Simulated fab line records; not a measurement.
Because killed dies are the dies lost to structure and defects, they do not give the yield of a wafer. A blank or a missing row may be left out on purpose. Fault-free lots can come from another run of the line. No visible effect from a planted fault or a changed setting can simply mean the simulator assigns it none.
The tool behind it: which one?	flow berkeley cmos170	42 wafers from 14 lots sampled at 3 of the route's 331 steps

## WHAT THE GAUGES SHOWED, per wafer
Not one reading of a measure or inspect step in the record can be checked against a usual standard deviation.

## WHICH TOOL RAN EACH LOT (tool, then ch and the chambers of the sampled wafers, then the start)
lot	UCB170_ZERO_DEVELOP_05	UCB170_ZERO_ETCH_06	UCB170_ZERO_STRIP_07
L863	litho track-03 ch 0, day 1 18:00	rie diel-03 ch 0,2,3, day 1 18:21	plasma asher-01 ch 0,1, day 1 18:25
L867	litho track-03 ch 0, day 2 14:00	rie diel-02 ch 0,1,2, day 2 14:10	plasma asher-04 ch 0,1, day 2 14:11
L869	litho track-04 ch 0, day 3 00:00	rie diel-03 ch 0,1,3, day 3 00:18	plasma asher-03 ch 0,1, day 3 00:19
L870	litho track-04 ch 0, day 3 05:00	rie diel-02 ch 1,2,3, day 3 05:11	plasma asher-04 ch 0, day 3 05:13
L872	litho track-04 ch 0, day 3 13:00	rie diel-02 ch 0,3, day 3 13:34	plasma asher-04 ch 0,1, day 3 13:35
L873	litho track-03, day 3 20:00	rie diel-03 ch 0,2,3, day 3 20:35	plasma asher-03 ch 0,1, day 3 20:38
L874	litho track-02, day 4 03:00	rie diel-04 ch 1,2,3, day 4 03:52	plasma asher-01 ch 0,1, day 4 03:53
L876	litho track-03 ch 0, day 4 13:00	rie diel-04 ch 0,2, day 4 13:58	plasma asher-03 ch 0,1, day 4 14:02
L879	litho track-02 ch 0, day 5 04:00	rie diel-02 ch 0,2,3, day 5 04:22	plasma asher-03 ch 0,1, day 5 04:23
L880	litho track-03 ch 0, day 5 07:00	rie diel-02 ch 1,2,3, day 5 07:43	plasma asher-01 ch 0,1, day 5 07:44
L882	litho track-03 ch 0, day 5 18:00	rie diel-04 ch 1,2,3, day 5 18:31	plasma asher-04 ch 0,1, day 5 18:32
L883	litho track-02 ch 0, day 5 22:00	rie diel-04 ch 0,1,2, day 5 22:46	plasma asher-03 ch 0,1, day 5 22:47
L885	litho track-03 ch 0, day 6 08:00	rie diel-02 ch 1,2, day 6 09:01	plasma asher-01 ch 0,1, day 6 09:04
L886	litho track-04 ch 0, day 6 12:00	rie diel-03 ch 0,1,3, day 6 13:00	plasma asher-03 ch 0,1, day 6 13:04
- UCB170_ZERO_DEVELOP_05: develop time 45 s.
- UCB170_ZERO_ETCH_06: etches SiO2 in CHF3/CF4/Ar, time 12 s.
- UCB170_ZERO_STRIP_07: strips in O2.

## WHAT THE TOOLS THEMSELVES READ (means of the sampled wafers that have a number; where no wafer has one, the mark that the record gives instead)
UCB170_ZERO_DEVELOP_05. Usual: chill plate temp C 23.00 C, standard deviation 0.099.
lot	tool	chill plate temp C (C)	flag
L863	litho track-03	23.06	
L867	litho track-03	23.08	
L869	litho track-04	23.08	
L870	litho track-04	22.90	
L872	litho track-04	23.04	
L873	litho track-03	-	OFF
L874	litho track-02	-	OFF
L876	litho track-03	23.04	
L879	litho track-02	22.93	
L880	litho track-03	23.00	
L882	litho track-03	23.00	
L883	litho track-02	22.94	
L885	litho track-03	23.08	
L886	litho track-04	23.00	

UCB170_ZERO_ETCH_06. Usual: chamber pressure mTorr 100.00 mTorr, standard deviation 0.097; drypump motor current A 5.8 A, standard deviation 0.57; oes product au 0.612 a.u., standard deviation 0.0087; throttle valve pct 9.13 %, standard deviation 0.095.
lot	tool	chamber pressure mTorr (mTorr)	drypump motor current A (A)	oes product au (a.u.)	throttle valve pct (%)	flag
L863	rie diel-03	99.99	5.5	0.605	9.09	
L867	rie diel-02	99.98	6.2	0.613	9.16	
L869	rie diel-03	100.00	5.2	0.611	9.11	
L870	rie diel-02	99.99	5.8	0.605	9.16	
L872	rie diel-02	100.03	5.9	0.605	9.13	
L873	rie diel-03	99.90	5.5	0.369	9.08	OFF
L874	rie diel-04	100.03	6.1	0.372	9.11	OFF
L876	rie diel-04	99.98	6.1	0.625	9.17	
L879	rie diel-02	99.96	5.8	0.610	9.18	
L880	rie diel-02	99.98	5.9	0.605	9.16	
L882	rie diel-04	100.08	6.1	0.619	9.14	
L883	rie diel-04	100.00	6.2	0.623	9.11	
L885	rie diel-02	100.05	5.8	0.605	9.23	
L886	rie diel-03	100.03	5.1	0.614	9.11	

UCB170_ZERO_STRIP_07. Usual: chamber pressure mTorr 3500 mTorr, standard deviation 3.1; drypump motor current A 5.6 A, standard deviation 0.54; oes product au 0.727 a.u., standard deviation 0.0044; strip time to endpoint s 21.47 s, standard deviation 0.082.
lot	tool	chamber pressure mTorr (mTorr)	drypump motor current A (A)	oes product au (a.u.)	strip time to endpoint s (s)	flag
L863	plasma asher-01	3499	4.9	0.729	21.34	
L867	plasma asher-04	3500	5.4	0.725	21.58	
L869	plasma asher-03	3498	6.0	0.731	21.50	
L870	plasma asher-04	3499	5.0	0.729	21.43	
L872	plasma asher-04	3499	5.9	0.728	21.44	
L873	plasma asher-03	3499	6.0	0.730	21.92	OFF
L874	plasma asher-01	3501	5.0	0.726	21.82	OFF
L876	plasma asher-03	3502	6.0	0.726	21.46	
L879	plasma asher-03	3502	6.0	0.724	21.47	
L880	plasma asher-01	3498	5.0	0.725	21.44	
L882	plasma asher-04	3503	5.9	0.731	21.60	
L883	plasma asher-03	3502	6.0	0.723	21.49	
L885	plasma asher-01	3501	5.0	0.728	21.48	
L886	plasma asher-03	3503	6.0	0.728	21.45	

## THE ANSWER, worked out from the rows above alone
Rule: lot off if the mean of its wafers having a number is beyond 3 standard deviations from the usual mean. A lot without any number at a reading at which 4 lots or more have one is off too. All remaining lots with rows at the step are treated as sound. After the gauges, taken in route order, come the tools' own readings; for these a lot's mean is taken, as printed above. The first step at which some lot is off is used, and at that step the reading that is off furthest; a lot without a number counts as furthest.
Off: L873, L874, at UCB170_ZERO_DEVELOP_05 (chill plate temp C). Without a number there: L873, L874.
If a tool, at that step or one of the process steps before it, ran each lot that is off and ran no sound lot following the first of them, it fits. Of those tried, none fits.

## WHAT THE SIMULATOR HAD PUT IN
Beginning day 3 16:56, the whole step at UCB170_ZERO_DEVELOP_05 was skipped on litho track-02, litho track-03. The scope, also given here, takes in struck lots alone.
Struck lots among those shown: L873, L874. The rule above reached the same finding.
